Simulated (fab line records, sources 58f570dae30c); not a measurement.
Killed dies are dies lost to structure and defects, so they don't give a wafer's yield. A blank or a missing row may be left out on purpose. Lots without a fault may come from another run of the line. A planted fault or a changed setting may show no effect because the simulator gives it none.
Which tool did it? | flow berkeley_cmos170 | 14 lots, 42 wafers sampled, at 5 steps of a route of 331

WHAT THE GAUGES READ, wafer by wafer
UCB170_NLDD_TW_MEAS_11. Usual: NLDD_TW 2216, standard deviation 20.
lot  | measured     | on            | NLDD_TW        | flag
L390 | day 7 06:26  | film_metro-02 | 2213 2214 2215 |
L392 | day 8 03:17  | film_metro-02 | 2238 2227 2230 |
L394 | day 8 03:29  | film_metro-01 | 2196 2198 2200 |
L397 | day 8 10:47  | film_metro-02 | 2237 2225 2231 |
L396 | day 8 10:04  | film_metro-01 | 2187 2191 2181 |
L402 | day 9 18:58  | film_metro-04 | 2215 2207 2208 |
L399 | day 9 19:18  | film_metro-02 | 2239 2247 2238 |
L401 | day 9 18:25  | film_metro-01 | 2185 2185 2196 |
L403 | day 9 22:07  | film_metro-02 | 2240 2241 2258 |
L405 | day 10 16:22 | film_metro-02 | 2232 2239 2224 |
L406 | day 10 16:17 | film_metro-04 | 2201 2216 2199 |
L412 | day 11 21:09 | film_metro-02 | 2242 2241 2232 |
L411 | day 11 19:40 | film_metro-04 | 2217 2213 2200 |
L410 | day 11 19:26 | film_metro-02 | 2244 2242 2239 |

UCB170_CONTACT_CD_MEAS_90: target cd 700 nm. Usual: cd_nm 700.1 nm, standard deviation 1.8.
lot  | measured     | on        | cd_nm (nm)        | flag
L390 | day 8 05:05  | cd_sem-02 | 699.5 699.7 699.4 |
L392 | day 8 21:38  | cd_sem-01 | 703.4 703.6 702.2 |
L394 | day 8 19:01  | cd_sem-01 | 701.5 701.6 702.1 |
L397 | day 9 07:05  | cd_sem-02 | 697.8 697.7 699.0 |
L396 | day 9 05:14  | cd_sem-02 | 700.4 702.1 701.9 |
L402 | day 10 17:35 | cd_sem-02 | 700.8 700.6 701.9 |
L399 | day 10 17:14 | cd_sem-02 | 702.1 702.3 704.0 |
L401 | day 10 16:52 | cd_sem-02 | 702.9 701.3 700.0 |
L403 | day 10 17:19 | cd_sem-01 | 698.4 701.0 701.3 |
L405 | day 11 15:35 | cd_sem-02 | 697.9 699.2 698.2 |
L406 | day 11 15:30 | cd_sem-02 | 699.2 698.7 697.4 |
L412 | day 12 14:44 | cd_sem-02 | 702.7 701.3 702.7 |
L411 | day 12 14:26 | cd_sem-02 | 697.9 698.9 700.1 |
L410 | day 12 14:05 | cd_sem-01 | 701.5 700.3 701.5 |

UCB170_M2_OVL_MEAS_16. Usual: M2_OVL 1 nm, standard deviation 5.9.
lot  | measured     | on         | M2_OVL (nm) | flag
L390 | day 8 19:16  | overlay-02 | 2 -4 1      |
L392 | day 9 08:18  | overlay-02 | -2 1 -2     |
L394 | day 9 07:56  | overlay-01 | 7 -1 0      |
L397 | day 9 19:04  | overlay-02 | 2 5 -8      |
L396 | day 9 18:13  | overlay-01 | 9 10 15     |
L402 | day 11 05:23 | overlay-01 | -2 1 -5     |
L399 | day 11 06:10 | overlay-02 | 4 11 6      |
L401 | day 11 01:13 | overlay-01 | -5 -2 -3    |
L403 | day 11 05:38 | overlay-01 | 4 -1 6      |
L405 | day 12 02:36 | overlay-02 | 8 7 2       |
L406 | day 12 02:16 | overlay-01 | 9 4 9       |
L412 | day 13 00:50 | overlay-01 | -13 -8 -8   |
L411 | day 12 23:23 | overlay-02 | 6 2 -2      |
L410 | day 12 21:59 | overlay-01 | -4 -7 -3    |

WHICH TOOL RAN EACH LOT (tool, then ch and the chambers of the sampled wafers, then the start)
lot  | UCB170_PFIELD_COAT_01            | UCB170_PFIELD_STRIP_08
L390 | litho_track-03 ch 0, day 4 21:30 | plasma_asher-02 ch 0,1, day 4 22:21
L392 | litho_track-03 ch 0, day 5 10:08 | plasma_asher-03 ch 0,1, day 5 11:19
L394 | litho_track-03 ch 0, day 5 10:35 | plasma_asher-01 ch 0,1, day 5 11:35
L397 | litho_track-02 ch 0, day 5 23:06 | plasma_asher-02 ch 0,1, day 6 03:30
L396 | litho_track-03 ch 0, day 5 23:27 | plasma_asher-03 ch 0,1, day 6 03:30
L402 | litho_track-01 ch 0, day 7 03:19 | plasma_asher-03 ch 0,1, day 7 05:05
L399 | litho_track-03 ch 0, day 7 03:34 | plasma_asher-02 ch 0,1, day 7 05:18
L401 | litho_track-01 ch 0, day 7 03:46 | plasma_asher-03 ch 0,1, day 7 05:36
L403 | litho_track-02 ch 0, day 7 15:26 | plasma_asher-02 ch 0,1, day 7 16:40
L405 | litho_track-01 ch 0, day 8 06:33 | plasma_asher-02 ch 0,1, day 8 08:08
L406 | litho_track-02 ch 0, day 8 07:28 | plasma_asher-01 ch 0,1, day 8 08:44
L412 | litho_track-01 ch 0, day 9 08:13 | plasma_asher-01 ch 0,1, day 9 09:52
L411 | litho_track-02 ch 0, day 9 08:16 | plasma_asher-02 ch 0,1, day 9 09:54
L410 | litho_track-01 ch 0, day 9 08:37 | plasma_asher-01 ch 0,1, day 9 10:10
- UCB170_PFIELD_COAT_01: resist thk 900 nm.
- UCB170_PFIELD_STRIP_08: strips in O2.

WHAT THE TOOLS THEMSELVES READ (means of the sampled wafers that have a number; where no wafer has one, the mark that the record gives instead)
UCB170_PFIELD_COAT_01. Usual: dispense_pressure_kPa 47 kPa, standard deviation 6.7.
lot  | tool           | dispense_pressure_kPa (kPa) | flag
L390 | litho_track-03 | 43                          |
L392 | litho_track-03 | 43                          |
L394 | litho_track-03 | 43                          |
L397 | litho_track-02 | 56                          |
L396 | litho_track-03 | 43                          |
L402 | litho_track-01 | 42                          |
L399 | litho_track-03 | 43                          |
L401 | litho_track-01 | 42                          |
L403 | litho_track-02 | 56                          |
L405 | litho_track-01 | 42                          |
L406 | litho_track-02 | 56                          |
L412 | litho_track-01 | 42                          |
L411 | litho_track-02 | 56                          |
L410 | litho_track-01 | 42                          |

UCB170_PFIELD_STRIP_08. Usual: drypump_motor_current_A 5.8 A, standard deviation 0.68; oes_product_au 0.734 a.u., standard deviation 0.0043; strip_time_to_endpoint_s 21.60 s, standard deviation 0.068.
lot  | tool            | drypump_motor_current_A (A) | oes_product_au (a.u.) | strip_time_to_endpoint_s (s) | flag
L390 | plasma_asher-02 | 6.1                         | 0.733                 | 21.57                        |
L392 | plasma_asher-03 | 4.8                         | 0.737                 | 21.55                        |
L394 | plasma_asher-01 | 6.1                         | 0.731                 | 21.63                        |
L397 | plasma_asher-02 | 6.1                         | 0.735                 | 21.75                        |
L396 | plasma_asher-03 | 4.8                         | 0.736                 | 22.08                        | OFF
L402 | plasma_asher-03 | 4.8                         | 0.736                 | 21.54                        |
L399 | plasma_asher-02 | 6.4                         | 0.737                 | 22.03                        | OFF
L401 | plasma_asher-03 | 4.8                         | 0.736                 | 21.51                        |
L403 | plasma_asher-02 | 6.4                         | 0.736                 | 21.64                        |
L405 | plasma_asher-02 | 6.4                         | 0.733                 | 21.60                        |
L406 | plasma_asher-01 | 6.1                         | 0.735                 | 21.58                        |
L412 | plasma_asher-01 | 6.1                         | 0.738                 | 21.61                        |
L411 | plasma_asher-02 | 6.4                         | 0.733                 | 21.58                        |
L410 | plasma_asher-01 | 6.1                         | 0.734                 | 21.64                        |

THE ANSWER, worked out from the rows above alone
Rule: a lot is off if the mean of its wafers that have a number lies more than 3 standard deviations from the usual mean. A lot without any number at a reading at which 4 lots or more have one is off too. The other lots that the step has rows for count as sound. The gauges are gone through in route order, then the tools' own readings, and for those a lot's mean is taken as printed above. The first step at which some lot is off is used, and at that step the reading that is off furthest; a lot without a number counts as furthest.
Off: L396, L399, at UCB170_PFIELD_STRIP_08 (strip_time_to_endpoint_s).
A tool fits if, at that step or a process step before it, it ran every lot that is off, and no sound lot after the first of them. One fits: litho_track-03 at UCB170_PFIELD_COAT_01. Its last sound lot is L394 (day 5 10:35), its first lot that is off L396 (day 5 23:27): a fault that began between those two fits.

WHAT THE SIMULATOR HAD PUT IN
Process parameter drift: litho_track-03, from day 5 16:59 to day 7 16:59, at UCB170_PFIELD_COAT_01. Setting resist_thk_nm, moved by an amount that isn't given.
Lots struck among those shown: L396, L399. The rule above found the same.
